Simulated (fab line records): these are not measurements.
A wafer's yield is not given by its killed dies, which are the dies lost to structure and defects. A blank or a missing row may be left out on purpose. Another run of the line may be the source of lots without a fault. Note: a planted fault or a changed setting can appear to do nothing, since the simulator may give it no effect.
Problem report in the 8D (eight disciplines) form, filled by code || flow rit-cmos || the parts of the form that need people (team, actions taken, sign-off) are left out

== 1. THE PROBLEM ==
SPACER_NITRIDE_THK at RIT_SPACER_THK_MEAS_04 reads a mean of 235.7 nm on 3 wafers of 1 lot; wafers without a fault read 250.8 nm with a standard deviation of 2.2. That puts it -6.8 standard deviations away from the usual mean.
First seen on wafer L117.1, day 5 07:33, on film-metro-02. Wafers with a number at this step in the record: 39, from 13 lots. By rule, "out" or "out of limits" means more than 4 standard deviations away from the usual mean. The rest of the wafers with a number are treated as sound.

== 2. WHAT IT IS; WHAT IT IS NOT ==
{"question": "which readings at this step", "is": "SPACER_NITRIDE_THK", "is not": "-"}
{"question": "which lots", "is": "L117", "is not": "L107, L108, L109, L110, L111, L112, L113, L114, L116, L126, L129, L130"}
{"question": "which wafers of those lots", "is": "all that have a number", "is not": "-"}
{"question": "read on which gauges", "is": "film-metro-02", "is not": "film-metro-01, film-metro-03"}
{"question": "when", "is": "from day 5 07:33", "is not": "up to then (27 sound wafers); but 9 sound wafers of L126, L129, L130 came after"}

== 3. THE SUSPECTS, EACH WITH WHAT RULES IT OUT ==
Counting: a tool at any process step up to the reading remains a suspect when it ran all the lots that are out and ran no sound lot after the first of those.
- the gauge at RIT_SPACER_THK_MEAS_04 is ruled out. All the wafers that are out were read on film-metro-02, but those of them that RIT_SPACER_CVD_03 has rows for are out there too, on other tools.
- rie-diel-01 at RIT_ACTIVE_ETCH_13 (etches Si3N4 in SF6, stops on SiO2, time 210 s, target depth 210 nm): ruled out as a lasting fault. The sound lots L126 went through it after L117, its earliest lot that is out (day 3 16:50).
- plasma-asher-02 at RIT_PWELL_STRIP_09 (strips in O2, time 180 s): ruled out as a lasting fault. The sound lots L126, L130 went through it after L117, its earliest lot that is out (day 4 00:23).
- lpcvd-01 at RIT_SPACER_CVD_03 (deposits Si3N4 from SiH2Cl2/NH3, target thk 250 nm, time 3300 s): kept. It ran the lot that is out, L117 (day 5 05:38), and no sound lot after that; its last sound lot up to then is L113 (day 4 07:32). Its own readings are out on those wafers: pressure-mtorr.
After counting, what remains is lpcvd-01 at RIT_SPACER_CVD_03.

== 4. THE CAUSE (what the simulator had put in) ==
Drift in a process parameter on lpcvd-01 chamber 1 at RIT_SPACER_CVD_03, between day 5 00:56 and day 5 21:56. Setting pressure-mtorr, moved by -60, from 300. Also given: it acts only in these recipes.
This tool alone remained once counting was done.

== 5. SEQUENCE OF EFFECTS, ordered by route ==
Each row: a reading whose mean over the struck wafers that have a number lies more than 3 standard deviations from the usual. Only readings whose record carries a usual standard deviation are examined. hours: median over the lots of the time between each lot's start at the first step of this table that gives one and its start at this step. sigmas: the change, counted in usual standard deviations.
{"hours": 0, "step": "RIT_SPACER_CVD_03", "reading": "pressure-mtorr", "usual": "300.0 mTorr", "on struck wafers": 240.3, "change": -59.7, "sigmas": "-99 or more"}
{"hours": 2, "step": "RIT_SPACER_THK_MEAS_04", "reading": "SPACER_NITRIDE_THK", "usual": "250.8 nm", "on struck wafers": 235.7, "change": -15.1, "sigmas": -6.8}
It contains these process steps:
- RIT_SPACER_CVD_03: deposits Si3N4 from SiH2Cl2/NH3, target thk 250 nm, time 3300 s.
Later measuring or inspecting steps at which every struck wafer that the step has a row for has a number for every such reading, and none has moved that far: RIT_CONTACT_CD_MEAS_08.

== 6. WHAT WOULD HAVE CAUGHT IT SOONER ==
Counted from the fault's start at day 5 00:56, it took 7 hours until the first out-of-limits reading at a measuring or inspecting step in this record, taken at day 5 07:33.
Tool's own readings at RIT_SPACER_CVD_03, pressure-mtorr: out on all struck wafers the step has rows for; an alarm limit on them would have tripped on the first.
All the lots that are out (1) had begun RIT_SPACER_CVD_03 on lpcvd-01 by day 5 07:33. Had the tool been put on hold then, not one of them would have been saved.
